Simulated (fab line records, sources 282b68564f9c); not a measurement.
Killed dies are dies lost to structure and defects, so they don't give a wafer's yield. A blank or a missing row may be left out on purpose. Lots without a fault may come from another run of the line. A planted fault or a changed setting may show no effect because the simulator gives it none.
fab line records | flow rit_cmos
record lots=6 wafers=18 last_day=6
route steps=202 shown PRETRO@72 GATE@75 FOX2@80 REOX@98 NLDD@103 SDANNEAL@155 M1@202
lots that met no fault: from a run of the same line without faults
start_h: hours from the record's first day to the start of the lot's first wafer shown | wait_h: hours since the lot's step before | " the same as in the row above | L1.1+2: a row that stands for several wafers | - no value, or no start given | * or withheld: withheld | < > ~ a bound
route shown NAME@n: a module of which the file shows steps, and the number in the route of the first | usual: mean/standard deviation of fault-free wafers | same: alike in all rows | chamber/n: place in a boat | sites: the reading at each site | _std_site: their standard deviation | _edge_site: outer sites' mean less inner sites' | radius_mm: how far each site lies from the wafer's centre | mask NAME#n: copy n | behind: the tool/chamber that last shaped the wafer | hold: why the lot was held/for how many hours/how that ended | device: the transistor (n, p or np) that didn't switch | end of line: the same wafers' tests at the end of the route | a step without rows: its recipe alone | killed: dies lost to structure and defects at the first sort, not the wafer's yield | map: a wafer's dies, x killed, . not, _ none there
set.NAME: the setting as run; set.NAME@STEP: as run at that earlier step | model.NAME: the simulator's own value behind a step, which no gauge read
lots at some steps of the route; a table a step, a row a wafer
services: from which hour (start_h, from the record's first day; less than 0 if before it) a tool's chamber was out of use, for how many hours, and why
## steps
# step RIT_PRETRO_IMPLANT_08
# recipe species=B energy_kev=45 dose_cm2=1.2e+13 tilt_deg=7
# step RIT_PRETRO_STRIP_09
# recipe chemistry=O2 time_s=180 resist=NOVOLAK platen_temp_c=withheld power_w=500 pressure_mtorr=4000 o2_flow_sccm=4000
# usual drypump_motor_current_A=5.4/0.42 rf_refl_power_W=7.1/1.3
# columns lot.wafer tool chamber start_h wait_h drypump_motor_current_A rf_hours_counter_h rf_refl_power_W
L752.1 plasma_asher-01 1 57.57 0.1 6.2 40 5.9
L752.2 " 0 " " 5.4 40 4.9
L752.3 " 0 " " 5.4 - 5.1
L755.2 plasma_asher-02 1 73.09 0.1 5.7 42 7.6
L755.3 " 1 " " 5.6 - 7.9
L755.6 " 1 " " 5.7 - 7.6
L758.2 plasma_asher-04 0 86.65 0.1 4.9 29 8.7
L758.3 " 1 " " 5.5 - 7.5
L758.4 " 0 " " 4.9 - 9.1
L760.2 plasma_asher-04 1 95.81 0.1 5.6 30 7.1
L760.4 " 0 " " 4.9 - 8.8
L760.5 " 0 " " 4.9 - 9.0
L765.2 plasma_asher-01 1 121.09 0.1 6.2 47 5.9
L765.4 " 0 " " 5.4 - 4.9
L765.6 " 0 " " 5.4 - 5.0
L766.1 plasma_asher-01 1 126.02 0.1 6.2 48 6.0
L766.5 " 1 " " 6.2 - 6.0
L766.6 " 0 " " 5.4 - 4.8
# step RIT_PRETRO_TW_MEAS_10
# usual PRETRO_TW=478/6.7
# columns lot.wafer tool chamber start_h wait_h PRETRO_TW
L752.1 film_metro-03 - 57.74 0.1 471
L752.2 " - " " 470
L752.3 " - " " 472
L755.2 film_metro-03 - 73.27 0.1 470
L755.3 " - " " 470
L755.6 " - " " 470
L758.2 film_metro-01 - 86.84 0.1 487
L758.3 " - " " 484
L758.4 " - " " 485
L760.2 film_metro-03 - 95.99 0.1 472
L760.4 " - " " 471
L760.5 " - " " 468
L765.2 film_metro-01 - 121.27 0.1 479
L765.4 " - " " 482
L765.6 " - " " 481
L766.1 film_metro-03 - 126.20 0.1 469
L766.5 " - " " 468
L766.6 " - " " 471
# step RIT_GATE_WET_ETCH_00
# recipe chemistry=BOE target=SiO2 target_depth_nm=56 time_s=60 dry=n2_spin dilution=10:1 temp_c=21.5
# step RIT_GATE_CLEAN_01
# recipe chemistry=SC1 mix=3:3:50 time_s=600 temp_c=75
# step RIT_GATE_CLEAN_02
# recipe chemistry=dHF dilution=50:1 time_s=30.96
# step RIT_GATE_CLEAN_03
# recipe chemistry=SC2 mix=3:3:50 time_s=600 temp_c=75 dry=n2_spin
# step RIT_GATE_CLEAN_04
# recipe chemistry=dHF dilution=50:1 time_s=60 dry=n2_spin
# step RIT_FOX2_THK_MEAS_91
# recipe reads=SiO2_of_FOX2_OXIDATION_00
# usual FIELD_OXIDE_LEFT_2_THK=257/7.2
# columns lot.wafer tool chamber start_h wait_h FIELD_OXIDE_LEFT_2_THK[nm]
L752.1 film_metro-03 - 58.22 0.0 256
L752.2 " - " " 259
L752.3 " - " " 257
L755.2 film_metro-03 - 73.75 0.0 248
L755.3 " - " " 252
L755.6 " - " " 251
L758.2 film_metro-01 - 87.34 0.0 263
L758.3 " - " " 260
L758.4 " - " " 265
L760.2 film_metro-03 - 96.51 0.0 253
L760.4 " - " " 253
L760.5 " - " " 250
L765.2 film_metro-01 - 121.75 0.0 257
L765.4 " - " " 260
L765.6 " - " " 261
L766.1 film_metro-03 - 126.69 0.0 255
L766.5 " - " " 260
L766.6 " - " " 260
# step RIT_GATE_OXIDATION_05
# recipe temp_c=900 ambient=O2 target_thk_a=30 ox_time_s=270
# step RIT_GATE_ANNEAL_06
# recipe temp_c=900 time_s=600 ambient=N2O
# step RIT_GATE_THK_MEAS_07
# recipe reads=SiO2_of_GATE_OXIDATION_05
# usual GATE_OXIDE_THK=3.03/0.066
# columns lot.wafer tool chamber start_h wait_h GATE_OXIDE_THK[nm]
L752.1 film_metro-03 - 59.84 0.0 3.08
L752.2 " - " " 3.07
L752.3 " - " " 3.02
L755.2 film_metro-03 - 75.13 0.0 2.96
L755.3 " - " " 2.96
L755.6 " - " " 3.04
L758.2 film_metro-01 - 88.72 0.0 3.09
L758.3 " - " " 3.11
L758.4 " - " " 3.12
L760.2 film_metro-04 - 98.39 0.0 3.03
L760.4 " - " " 2.99
L760.5 " - " " 2.95
L765.2 film_metro-04 - 123.13 0.0 3.01
L765.4 " - " " 3.09
L765.6 " - " " 3.09
L766.1 film_metro-03 - 128.47 0.0 2.94
L766.5 " - " " 3.03
L766.6 " - " " 2.91
# step RIT_GATE_CVD_08
# recipe material=poly-Si target_thk_nm=250 temp_c=610 precursor=SiH4 time_s=2220 pressure_mtorr=300 sih4_flow_sccm=100
# usual pressure_mtorr=300.1/0.64 spike_tc_load_C=634.0/1.6 zone_power_centre_pct=30/3.2
# columns lot.wafer tool chamber start_h wait_h pressure_mtorr spike_tc_load_C zone_power_centre_pct model.poly-Si_of_GATE_CVD_08.thk_nm
L752.1 lpcvd-01 0 59.90 0.1 299.8 633.3 30 250
L752.2 " 0 " " 299.4 633.2 30 250.4
L752.3 " 0 " " 299.5 634.2 30 251.6
L755.2 lpcvd-02 1 75.18 0.0 301.1 634.2 35 250.5
L755.3 " 1 " " 301.1 635.0 35 253.2
L755.6 " 1 " " 300.0 635.8 35 252.1
L758.2 lpcvd-02 0 88.77 0.0 360.1 636.2 27 273
L758.3 " 0 " " 360.5 635.4 27 271.4
L758.4 " 0 " " 360.0 634.5 26 272
L760.2 lpcvd-02 0 98.44 0.0 359.8 634.9 27 269.6
L760.4 " 0 " " 361.0 635.5 27 273.7
L760.5 " 0 " " 360.5 635.1 26 270.2
L765.2 lpcvd-01 0 123.18 0.0 300.7 634.2 29 249.6
L765.4 " 0 " " 300.0 633.3 30 248.9
L765.6 " 0 " " 299.9 633.5 30 251.9
L766.1 lpcvd-01 0 128.53 0.1 299.5 633.7 30 249.6
L766.5 " 0 " " 299.7 635.0 30 249.6
L766.6 " 0 " " 299.6 631.7 29 251
# step RIT_GATE_THK_MEAS_09
# recipe reads=poly-Si_of_GATE_CVD_08
# usual GATE_POLY_THK=249.8/1.9
# columns lot.wafer tool chamber start_h wait_h GATE_POLY_THK[nm]
L752.1 film_metro-04 - 61.52 0.0 249.8
L752.2 " - " " 250.8
L752.3 " - " " 251.7
L755.2 film_metro-03 - 76.81 0.0 250.5
L755.3 " - " " 253.2
L755.6 " - " " 252.1
L758.2 film_metro-01 - 90.40 0.0 272.8
L758.3 " - " " 271.5
L758.4 " - " " 272.0
L760.2 film_metro-01 - 100.08 0.0 269.6
L760.4 " - " " 273.7
L760.5 " - " " 270.1
L765.2 film_metro-01 - 124.81 0.0 249.6
L765.4 " - " " 248.9
L765.6 " - " " 251.9
L766.1 film_metro-01 - 130.15 0.0 249.7
L766.5 " - " " 249.6
L766.6 " - " " 251.0
# step RIT_GATE_HMDS_10
# recipe prime_time_s=60 prime_temp_c=140
# step RIT_GATE_COAT_11
# recipe resist=NOVOLAK spin_rpm=4250 resist_thk_nm=850
# step RIT_GATE_SOFTBAKE_12
# recipe resist=NOVOLAK temp_c=90 time_s=62
# usual plate_sensor_t_centre_C=90.968/0.0097 plate_sensor_t_edge_C=91.021/0.01
# columns lot.wafer tool chamber start_h wait_h plate_sensor_t_centre_C plate_sensor_t_edge_C
L752.1 litho_track-02 0 61.88 0.1 90.965 91.013
L752.2 " 0 " " 90.965 91.009
L752.3 " 0 " " 90.973 91.024
L755.2 litho_track-04 0 77.18 0.1 90.977 91.026
L755.3 " 0 " " 90.971 91.015
L755.6 " 0 " " 90.953 91.033
L758.2 litho_track-02 0 90.77 0.1 90.953 91.004
L758.3 " 0 " " 90.964 91.018
L758.4 " 0 " " 90.964 91.008
L760.2 litho_track-02 0 100.47 0.1 90.963 91.035
L760.4 " 0 " " 90.958 91.028
L760.5 " 0 " " 90.948 91.020
L765.2 litho_track-02 0 125.19 0.1 90.966 91.019
L765.4 " 0 " " 90.985 91.030
L765.6 " 0 " " 90.976 91.030
L766.1 litho_track-02 0 130.57 0.1 90.974 91.001
L766.5 " 0 " " 90.952 91.006
L766.6 " 0 " " 90.967 91.022
# step RIT_GATE_EXPOSE_13
# recipe mask_id=M6 na=0.6 source_shape=conventional sigma_outer=0.6 target_cd_nm=150 dose_mj=380
# step RIT_GATE_PEB_14
# recipe resist=NOVOLAK temp_c=withheld time_s=withheld
# step RIT_GATE_DEVELOP_15
# recipe resist=NOVOLAK develop_time_s=50 dev_temp_c=23
# step RIT_GATE_CD_MEAS_16
# recipe target_cd_nm=150
# usual cd_nm=149.6/2.5
# columns lot.wafer tool chamber start_h wait_h cd_nm
L752.1 cd_sem-02 - 62.43 - 149.4
L752.2 " - " " 148.4
L752.3 " - " " 150.9
L755.2 cd_sem-02 - 77.82 - 149.1
L755.3 " - " " 149.9
L755.6 " - " " 149.0
L758.2 cd_sem-01 - 91.32 - 150.5
L758.3 " - " " 149.3
L758.4 " - " " 149.2
L760.2 cd_sem-01 - 101.02 - 144.2
L760.4 " - " " 145.6
L760.5 " - " " 145.9
L765.2 cd_sem-01 - 125.85 - 152.5
L765.4 " - " " 153.0
L765.6 " - " " 150.5
L766.1 cd_sem-02 - 131.23 - 149.0
L766.5 " - " " 149.8
L766.6 " - " " 149.4
# step RIT_GATE_OVL_MEAS_17
# usual GATE_OVL=0.2/1.2
# columns lot.wafer tool chamber start_h wait_h GATE_OVL[nm]
L752.1 overlay-01 - 62.55 0.1 -0.2
L752.2 " - " " -0.9
L752.3 " - " " -0.1
L755.2 overlay-01 - 77.92 0.1 0.8
L755.3 " - " " 0.4
L755.6 " - " " 1.5
L758.2 overlay-01 - 91.42 0.1 0.1
L758.3 " - " " -0.6
L758.4 " - " " -1.0
L760.2 overlay-02 - 101.12 0.1 0.4
L760.4 " - " " -0.9
L760.5 " - " " 1.3
L765.2 overlay-02 - 125.95 0.1 1.0
L765.4 " - " " 1.6
L765.6 " - " " 1.4
L766.1 overlay-02 - 131.35 0.1 -0.4
L766.5 " - " " -1.0
L766.6 " - " " -0.3
# step RIT_GATE_HARDBAKE_18
# recipe resist=NOVOLAK temp_c=140 time_s=60
# step RIT_GATE_ETCH_19
# recipe chemistry=SF6/CHF3/O2 time_s=165 SF6_flow_sccm=30 CHF3_flow_sccm=30 O2_flow_sccm=5 target=poly-Si pressure_mtorr=40 rf_w=160 target_depth_a=3125 over_etch_frac=0.25 stop_on=SiO2
# usual drypump_motor_current_A=5.9/0.37 he_backside_leak_sccm=2.7/0.36 oes_product_au=0.858/0.0097 throttle_valve_pct=10.25/0.15
# columns lot.wafer tool chamber start_h wait_h drypump_motor_current_A he_backside_leak_sccm oes_product_au rf_hours_counter_h throttle_valve_pct model.GATE.feature_depth_nm model.etch.depth_nm
L752.1 rie_si-01 3 62.74 0.1 6.0 3.1 0.851 91 10.21 250 250
L752.2 " 1 " " 5.1 2.4 0.870 2 10.25 250.4 250.4
L752.3 " 2 " " 6.0 2.4 0.877 124 10.00 251.6 251.6
L755.2 rie_si-02 2 78.10 0.1 6.3 2.6 0.866 1 10.17 250.5 250.5
L755.3 " 0 " " 5.3 2.3 0.855 4 10.31 253.2 253.2
L755.6 " 0 " " 5.3 2.3 0.856 - 10.32 252.1 252.1
L758.2 rie_si-01 0 91.67 0.1 6.1 3.3 0.912 117 10.45 273 273
L758.3 " 3 " " 6.0 2.8 0.910 91 10.21 271.4 271.4
L758.4 " 2 " " 6.0 2.4 0.924 125 10.00 272 272
L760.2 rie_si-01 1 101.30 0.1 5.1 2.4 0.913 3 10.27 269.6 269.6
L760.4 " 3 " " 6.0 3.1 0.914 91 10.20 273.7 273.7
L760.5 " 2 " " 6.0 2.4 0.926 - 10.00 270.2 270.2
L765.2 rie_si-02 2 126.13 0.1 6.3 2.8 0.854 1 10.16 249.6 249.6
L765.4 " 3 " " 5.8 2.4 0.859 6 10.49 248.9 248.9
L765.6 " 2 " " 6.3 2.8 0.857 - 10.15 251.9 251.9
L766.1 rie_si-01 3 131.53 0.1 6.0 3.0 0.860 91 10.19 249.6 249.6
L766.5 " 3 " " 6.0 3.1 0.853 - 10.20 249.6 249.6
L766.6 " 2 " " 6.0 2.7 0.871 - 10.00 251 251
# step RIT_GATE_STRIP_20
# recipe chemistry=O2 time_s=180 resist=NOVOLAK platen_temp_c=withheld power_w=500 pressure_mtorr=4000 o2_flow_sccm=4000
# usual drypump_motor_current_A=5.5/0.37 rf_refl_power_W=7.7/1.3
# columns lot.wafer tool chamber start_h wait_h drypump_motor_current_A rf_hours_counter_h rf_refl_power_W
L752.1 plasma_asher-03 1 62.84 0.1 5.4 44 9.1
L752.2 " 0 " " 5.8 44 7.6
L752.3 " 0 " " 5.9 - 7.5
L755.2 plasma_asher-03 0 78.21 0.1 5.8 46 7.6
L755.3 " 0 " " 5.8 - 7.2
L755.6 " 1 " " 5.4 - 9.3
L758.2 plasma_asher-03 0 91.78 0.1 5.8 48 7.5
L758.3 " 1 " " 5.4 - 9.0
L758.4 " 0 " " 5.8 - 7.4
L760.2 plasma_asher-04 1 101.41 0.1 5.6 31 7.3
L760.4 " 0 " " 4.9 - 9.0
L760.5 " 1 " " 5.6 - 7.6
L765.2 plasma_asher-03 0 126.24 0.1 5.9 51 7.4
L765.4 " 1 " " 5.4 - 9.3
L765.6 " 1 " " 5.4 - 9.5
L766.1 plasma_asher-04 1 131.75 0.2 5.5 35 7.4
L766.5 " 1 " " 5.6 - 7.6
L766.6 " 0 " " 4.9 - 8.2
# step RIT_GATE_CD_MEAS_90
# recipe target_cd_nm=150
# usual cd_nm=149.6/2.5
# columns lot.wafer tool chamber start_h wait_h cd_nm
L752.1 cd_sem-02 - 63.02 0.1 149.3
L752.2 " - " " 148.3
L752.3 " - " " 150.8
L755.2 cd_sem-01 - 78.41 0.1 149.2
L755.3 " - " " 150.0
L755.6 " - " " 148.9
L758.2 cd_sem-02 - 91.97 0.1 150.3
L758.3 " - " " 149.3
L758.4 " - " " 149.2
L760.2 cd_sem-02 - 101.61 0.1 144.4
L760.4 " - " " 145.4
L760.5 " - " " 146.0
L765.2 cd_sem-02 - 126.44 0.1 152.1
L765.4 " - " " 152.7
L765.6 " - " " 151.2
L766.1 cd_sem-02 - 131.92 0.1 149.5
L766.5 " - " " 149.6
L766.6 " - " " 149.9
# step RIT_REOX_CLEAN_00
# recipe chemistry=SC1 mix=3:3:50 time_s=600 temp_c=75
# step RIT_REOX_CLEAN_01
# recipe chemistry=dHF dilution=50:1 time_s=30
# step RIT_REOX_CLEAN_02
# recipe chemistry=SC2 mix=3:3:50 time_s=588.2 temp_c=75 dry=n2_spin
# step RIT_REOX_OXIDATION_03
# recipe temp_c=900 ambient=O2 target_thk_a=252 ox_time_s=5580
# step RIT_REOX_THK_MEAS_04
# recipe reads=SiO2_of_REOX_OXIDATION_03
# usual REOX_OXIDE_THK=25.2/0.58
# columns lot.wafer tool chamber start_h wait_h REOX_OXIDE_THK[nm]
L752.1 film_metro-04 - 66.07 0.0 25.7
L752.2 " - " " 25.7
L752.3 " - " " 26.0
L755.2 film_metro-01 - 81.47 0.0 25.7
L755.3 " - " " 25.7
L755.6 " - " " 25.4
L758.2 film_metro-04 - 95.00 0.0 25.2
L758.3 " - " " 25.0
L758.4 " - " " 24.9
L760.2 film_metro-02 - 104.63 0.0 24.3
L760.4 " - " " 23.9
L760.5 " - " " 23.9
L765.2 film_metro-02 - 130.23 0.0 26.2
L765.4 " - " " 25.7
L765.6 " - " " 26.0
L766.1 film_metro-04 - 135.52 0.0 25.7
L766.5 " - " " 25.2
L766.6 " - " " 24.8
# step RIT_NLDD_HMDS_00
# recipe prime_time_s=60 prime_temp_c=140
# step RIT_NLDD_COAT_01
# recipe resist=NOVOLAK spin_rpm=3250 resist_thk_nm=1000
# step RIT_NLDD_SOFTBAKE_02
# recipe resist=NOVOLAK temp_c=90 time_s=60
# step RIT_NLDD_EXPOSE_03
# recipe mask_id=M7 na=0.57 target_cd_nm=40700 dose_mj=250
# step RIT_NLDD_PEB_04
# recipe resist=NOVOLAK temp_c=withheld time_s=withheld
# step RIT_NLDD_DEVELOP_05
# recipe resist=NOVOLAK develop_time_s=50 dev_temp_c=23
# step RIT_NLDD_OVL_MEAS_06
# usual NLDD_OVL=0.0/1.3
# columns lot.wafer tool chamber start_h wait_h NLDD_OVL[nm]
L752.1 overlay-02 - 67.17 - 0.9
L752.2 " - " " -0.9
L752.3 " - " " -1.4
L755.2 overlay-01 - 82.37 - 2.4
L755.3 " - " " 2.8
L755.6 " - " " 2.7
L758.2 overlay-02 - 96.03 - -1.8
L758.3 " - " " -0.6
L758.4 " - " " 1.4
L760.2 overlay-01 - 105.54 - -1.0
L760.4 " - " " 1.6
L760.5 " - " " -0.6
L765.2 overlay-01 - 131.39 - -2.2
L765.4 " - " " -1.2
L765.6 " - " " -2.5
L766.1 overlay-01 - 136.76 - 0.2
L766.5 " - " " -0.8
L766.6 " - " " -1.3
# step RIT_NLDD_HARDBAKE_07
# recipe resist=NOVOLAK temp_c=140 time_s=60
# step RIT_NLDD_IMPLANT_08
# recipe species=P energy_kev=20 dose_cm2=5e+14 tilt_deg=7
# step RIT_NLDD_STRIP_09
# recipe chemistry=O2 time_s=180 resist=NOVOLAK platen_temp_c=withheld power_w=500 pressure_mtorr=4000 o2_flow_sccm=4000
# usual drypump_motor_current_A=5.6/0.32 rf_refl_power_W=6.9/1.3
# columns lot.wafer tool chamber start_h wait_h drypump_motor_current_A rf_hours_counter_h rf_refl_power_W
L752.1 plasma_asher-01 1 67.53 0.1 6.2 41 6.0
L752.2 " 0 " " 5.4 41 5.2
L752.3 " 0 " " 5.4 - 5.0
L755.2 plasma_asher-01 1 82.70 0.1 6.2 43 6.1
L755.3 " 1 " " 6.2 - 5.9
L755.6 " 1 " " 6.2 - 5.9
L758.2 plasma_asher-02 1 96.36 0.1 5.7 45 8.2
L758.3 " 0 " " 5.3 - 6.6
L758.4 " 1 " " 5.7 - 7.9
L760.2 plasma_asher-01 0 105.95 0.1 5.4 45 5.2
L760.4 " 0 " " 5.4 - 5.0
L760.5 " 0 " " 5.4 - 5.1
L765.2 plasma_asher-02 0 131.72 0.1 5.3 1 7.0
L765.4 " 0 " " 5.3 - 6.4
L765.6 " 0 " " 5.3 - 6.5
L766.1 plasma_asher-03 0 137.10 0.1 5.8 52 7.2
L766.5 " 0 " " 5.8 - 7.4
L766.6 " 1 " " 5.4 - 9.5
# step RIT_NLDD_TW_MEAS_10
# usual NLDD_TW=2492/35
# columns lot.wafer tool chamber start_h wait_h NLDD_TW
L752.1 film_metro-04 - 67.71 0.1 2448
L752.2 " - " " 2446
L752.3 " - " " 2468
L755.2 film_metro-02 - 82.89 0.1 2544
L755.3 " - " " 2537
L755.6 " - " " 2558
L758.2 film_metro-02 - 96.55 0.1 2530
L758.3 " - " " 2529
L758.4 " - " " 2526
L760.2 film_metro-02 - 106.14 0.1 2539
L760.4 " - " " 2530
L760.5 " - " " 2529
L765.2 film_metro-03 - 131.91 0.1 2460
L765.4 " - " " 2450
L765.6 " - " " 2467
L766.1 film_metro-03 - 137.28 0.1 2463
L766.5 " - " " 2468
L766.6 " - " " 2468
# step RIT_SDANNEAL_CLEAN_02
# recipe chemistry=SC2 mix=3:3:50 time_s=600 temp_c=75 dry=n2_spin
# usual temp_c=75.00/0.11
# columns lot.wafer tool chamber start_h wait_h temp_c model.poly-Si_of_GATE_CVD_08.thk_nm
L752.1 wet_bench-02 0 75.47 0.0 75.04 162.8
L752.2 " 0 " " 75.10 164.1
L752.3 " 0 " " 75.15 164.6
L755.2 wet_bench-04 0 89.90 0.0 75.00 162.9
L755.3 " 0 " " 74.92 165.1
L755.6 " 0 " " 74.82 164.3
L758.2 wet_bench-03 2 103.96 0.0 74.95 186
L758.3 " 2 " " 74.77 183.6
L758.4 " 2 " " 74.97 184.2
L760.2 wet_bench-02 3 113.50 0.0 74.87 182.7
L760.4 " 3 " " 74.86 185.9
L760.5 " 3 " " 75.18 183.9
L765.2 wet_bench-03 1 139.22 0.0 74.97 164.5
L765.4 " 1 " " 75.06 163.5
L765.6 " 1 " " 74.86 165.8
L766.1 wet_bench-04 3 144.87 0.0 75.04 162.9
L766.5 " 3 " " 75.17 162.9
L766.6 " 3 " " 75.10 163.9
# step RIT_M1_PROBE_99
# usual killed_at_contacts=0.1/0.24 killed_at_front_end=7.1/2.8 killed_dies=7.2/2.8 killed_open=3.6/2.1 killed_short=3.6/1.9
# same gross_dies=264 killed_at_M0_to_M3=0 killed_at_M4_up=0 killed_at_back_side=0 killed_at_other=0
# columns lot.wafer tool chamber start_h wait_h killed_at_contacts killed_at_front_end killed_dies killed_open killed_short model.etest.pmos_turned.r_on_ohm_um model.etest.nmos_turned.drive_ua_um model.etest.pmos_turned.drive_ua_um model.etest.poly_comb_over_steps.leak_log10_a_um model.etest.nmos_0p15.tox_inv_nm
L752.1 prober-02 - 83.16 0.1 0 6 6 5 1 3628 311.4 177.1 -12.66 4.529
L752.2 prober-02 - 83.21 0.1 1 6 7 2 5 3566 312.8 177.8 -12.78 4.538
L752.3 prober-02 - 83.26 0.2 0 5 5 1 4 3738 301.2 171 -12.89 4.56
L755.2 prober-01 - 97.84 0.1 0 3 3 1 2 3436 319.4 187.7 -12.83 4.446
L755.3 prober-01 - 97.89 0.2 0 6 6 3 3 3510 312.4 184.4 -12.62 4.413
L755.6 prober-01 - 98.04 0.2 0 9 9 4 5 3457 321.9 188.8 -12.77 4.493
L758.2 prober-01 - 111.48 0.1 0 7 7 5 2 3699 274 168.2 -10.79 4.662
L758.3 prober-01 - 111.53 0.2 0 5 5 3 2 3584 285 175.6 -10.67 4.598
L758.4 prober-01 - 111.58 0.2 0 3 3 0 3 3666 281.6 172.8 -10.33 4.618
L760.2 prober-01 - 121.37 0.1 0 9 9 2 7 3404 312 187.9 -9.331 4.604
L760.4 prober-01 - 121.47 0.2 0 6 6 4 2 3427 309 188.3 -10.17 4.516
L760.5 prober-01 - 121.52 0.2 0 9 9 5 4 3357 320.2 191.2 -10.22 4.548
L765.2 prober-02 - 146.80 0.1 0 6 6 4 2 3557 299.1 177.2 -12.7 4.599
L765.4 prober-02 - 146.90 0.2 0 6 6 2 4 3480 308.7 183.3 -12.86 4.578
L765.6 prober-02 - 147.00 0.2 0 13 13 8 5 3567 296.5 178.8 -12.76 4.638
L766.1 prober-01 - 153.02 0.1 0 10 10 3 7 3505 325.4 186.3 -12.75 4.446
L766.5 prober-01 - 153.22 0.2 0 5 5 0 5 3477 326.6 187.2 -12.85 4.454
L766.6 prober-01 - 153.27 0.2 0 7 7 4 3 3349 340.6 201.1 -12.8 4.366
# killed by level:class
L752.1 SILICIDE:geometric_particle:open=3 GATE:geometric_particle:short=1 GATE:geometric_particle:open=1 REOX:geometric_particle:open=1
L752.2 SPACER:geometric_particle:short=2 FOX2:geometric_particle:short=1 REOX:geometric_particle:open=1 SILICIDE:geometric_particle:open=1 SILICIDE:geometric_particle:short=1 CONTACT:geometric_particle:short=1
L752.3 FOX1:geometric_particle:short=2 GATE:geometric_particle:open=1 REOX:geometric_particle:short=1 SPACER:geometric_particle:short=1
L755.2 SILICIDE:geometric_particle:short=2 FOX2:geometric_particle:open=1
L755.3 FOX1:geometric_particle:short=1 FOX2:geometric_particle:short=1 FOX2:geometric_particle:open=1 GATE:geometric_particle:open=1 SPACER:geometric_particle:open=1 SILICIDE:geometric_particle:short=1
L755.6 GATE:geometric_particle:open=3 FOX2:geometric_particle:short=2 GATE:geometric_particle:short=2 REOX:geometric_particle:open=1 SILICIDE:geometric_particle:short=1
L758.2 GATE:geometric_particle:open=2 SPACER:geometric_particle:open=2 FOX1:geometric_particle:open=1 GATE:geometric_particle:short=1 SPACER:geometric_particle:short=1
L758.3 GATE:geometric_particle:short=2 ACTIVE:geometric_particle:open=1 FOX1:geometric_particle:open=1 GATE:geometric_particle:open=1
L758.4 GATE:geometric_particle:short=2 SILICIDE:geometric_particle:short=1
L760.2 GATE:geometric_particle:short=3 FOX2:geometric_particle:short=2 GATE:geometric_particle:open=1 REOX:geometric_particle:open=1 REOX:geometric_particle:short=1 SPACER:geometric_particle:short=1
L760.4 FOX1:geometric_particle:short=1 GATE:geometric_particle:open=1 REOX:geometric_particle:open=1 REOX:geometric_particle:short=1 SPACER:geometric_particle:open=1 SILICIDE:geometric_particle:open=1
L760.5 SPACER:geometric_particle:open=3 GATE:geometric_particle:open=2 SPACER:geometric_particle:short=2 FOX1:geometric_particle:short=1 GATE:geometric_particle:short=1
L765.2 SPACER:geometric_particle:open=2 FOX1:geometric_particle:short=1 FOX2:geometric_particle:short=1 GATE:geometric_particle:open=1 REOX:geometric_particle:open=1
L765.4 FOX1:geometric_particle:short=1 FOX1:geometric_particle:open=1 FOX2:geometric_particle:short=1 GATE:geometric_particle:short=1 GATE:geometric_particle:open=1 SILICIDE:geometric_particle:short=1
L765.6 FOX1:geometric_particle:open=3 GATE:geometric_particle:open=2 FOX2:geometric_particle:short=2 SILICIDE:geometric_particle:open=2 FOX1:geometric_particle:short=1 GATE:geometric_particle:short=1 SPACER:geometric_particle:open=1 SILICIDE:geometric_particle:short=1
L766.1 GATE:geometric_particle:short=7 GATE:geometric_particle:open=2 SPACER:geometric_particle:open=1
L766.5 FOX2:geometric_particle:short=2 GATE:geometric_particle:short=2 REOX:geometric_particle:short=1
L766.6 GATE:geometric_particle:open=2 SPACER:geometric_particle:short=2 FOX2:geometric_particle:open=1 REOX:geometric_particle:short=1 SPACER:geometric_particle:open=1
## services
# columns tool chamber start_h hours kind
plasma_asher-04 - 38.69 1.9 repair
rie_si-02 3 43.44 9.9 repair
plasma_asher-04 - 55.52 12.9 repair
plasma_asher-01 - 61.46 1.8 repair
lpcvd-02 - 61.97 1.0 repair
plasma_asher-03 - 96.68 6.2 repair
rie_si-01 3 105.46 6.6 repair
plasma_asher-02 - 108.75 9.0 pm
plasma_asher-02 0 108.75 9.0 vent_cycle
plasma_asher-02 1 108.75 9.0 vent_cycle
rie_si-02 - 112.90 0.1 repair
plasma_asher-02 0 117.75 - clean
plasma_asher-02 1 117.75 - clean
plasma_asher-01 - 128.92 8.7 repair
## key
first_sign step=RIT_GATE_CVD_08 reading=pressure_mtorr direction=up sigmas=94 usual=300.1 struck=360.3
effect step=RIT_GATE_THK_MEAS_09 reading=GATE_POLY_THK direction=up sigmas=12 usual=249.8 struck=271.6
effect step=RIT_GATE_ETCH_19 reading=oes_product_au direction=up sigmas=6 usual=0.858 struck=0.917
model_effect step=RIT_GATE_CVD_08 value=poly-Si_of_GATE_CVD_08.thk_nm without=247.8 struck=271.6
model_effect step=RIT_GATE_ETCH_19 value=GATE.feature_depth_nm without=247.8 struck=271.6
model_effect step=RIT_SDANNEAL_CLEAN_02 value=poly-Si_of_GATE_CVD_08.thk_nm without=160.5 struck=184.4
model_effect step=RIT_M1_PROBE_99 value=etest.pmos_turned.r_on_ohm_um without=3326 struck=3523
met_at RIT_GATE_CVD_08
struck_wafers L758.2,L758.3,L758.4,L760.2,L760.4,L760.5
tester_left_out L758,L760
fault kind=process_parameter_drift tool=lpcvd-02 chamber=0 onset_h=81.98 steps=RIT_GATE_CVD_08 channel=pressure_mtorr offset=60 shape=step end_h=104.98 acts_in=these_recipes_only stated=300
# tester_left_out: of these lots the tester's yield and bins aren't shown, on N5 and GAA mostly nor the transistor test; their killed dies are dies lost to structure and defects alone, not to doping, threshold or leakage, so they don't give the yield
